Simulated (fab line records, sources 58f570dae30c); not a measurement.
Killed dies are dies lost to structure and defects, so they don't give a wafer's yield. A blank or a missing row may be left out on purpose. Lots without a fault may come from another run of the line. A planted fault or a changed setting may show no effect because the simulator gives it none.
One fault seen from 2 desks | flow berkeley_cmos170 | each desk has only its own numbers; what lay behind them comes last

THE TOOL OWNER'S DESK: pecvd-02
The tool's own readings at UCB170_V2_CVD_00 (deposits SiO2 from TEOS/O2, target thk 2000 nm, time 250 s): means of the sampled wafers that have a number, for each lot that ran on this tool. A lot is out of limits, marked OUT, if its mean lies more than 4 standard deviations from the usual mean; the brackets give that distance.
Columns: A = heater_power_w at UCB170_V2_CVD_00, usual 242 W; B = rf_fwd_power_W at UCB170_V2_CVD_00, usual 548.7 W
lot  | first seen here | A   | B
L667 | day 9 05:22     | 202 | 550.2
L672 | day 10 06:39    | 231 | 549.4
L683 | day 13 05:02    | 178 | 623.2 (+44) OUT
This desk's finding: out of limits on L683; first on L683, day 13 05:02 (rf_fwd_power_W at UCB170_V2_CVD_00). In limits: L667, L672.

THE METROLOGY DESK
What the gauges read, lot by lot, whatever tool the lot ran on: means of the sampled wafers that have a number. A lot is out of limits, marked OUT, if its mean lies more than 4 standard deviations from the usual mean; the brackets give that distance.
Columns: A = V2_TEOS_THK at UCB170_V2_THK_MEAS_01, usual 2004 nm
lot  | first seen here | A
L668 | day 9 03:53     | 2038
L667 | day 9 05:32     | 1994
L669 | day 9 06:47     | 1992
L666 | day 9 07:14     | 2025
L670 | day 10 01:58    | 1987
L671 | day 10 03:47    | 2018
L672 | day 10 06:48    | 2000
L673 | day 10 18:46    | 2024
L675 | day 11 04:53    | 1971
L681 | day 12 11:04    | 1995
L683 | day 13 05:11    | 2038
L689 | day 13 16:25    | 2001
L688 | day 14 05:52    | 2036
This desk's finding: nothing out of limits on any of the 13 lots.

PUT TOGETHER
The tool owner's desk could have raised an alarm at day 13 05:02, on L683.
The metrology desk saw nothing out of limits.
The metrology desk has L683 on record, within its limits.
Of the lots named, all ran UCB170_V2_CVD_00 on pecvd-02.

WHAT THE SIMULATOR HAD PUT IN
Process parameter drift: pecvd-02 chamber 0, from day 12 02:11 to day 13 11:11, at UCB170_V2_CVD_00. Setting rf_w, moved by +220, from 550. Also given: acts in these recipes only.
Lots struck among those shown: L683.
Hours from the fault's start to each desk's first reading out of limits: the tool owner's desk, 27.
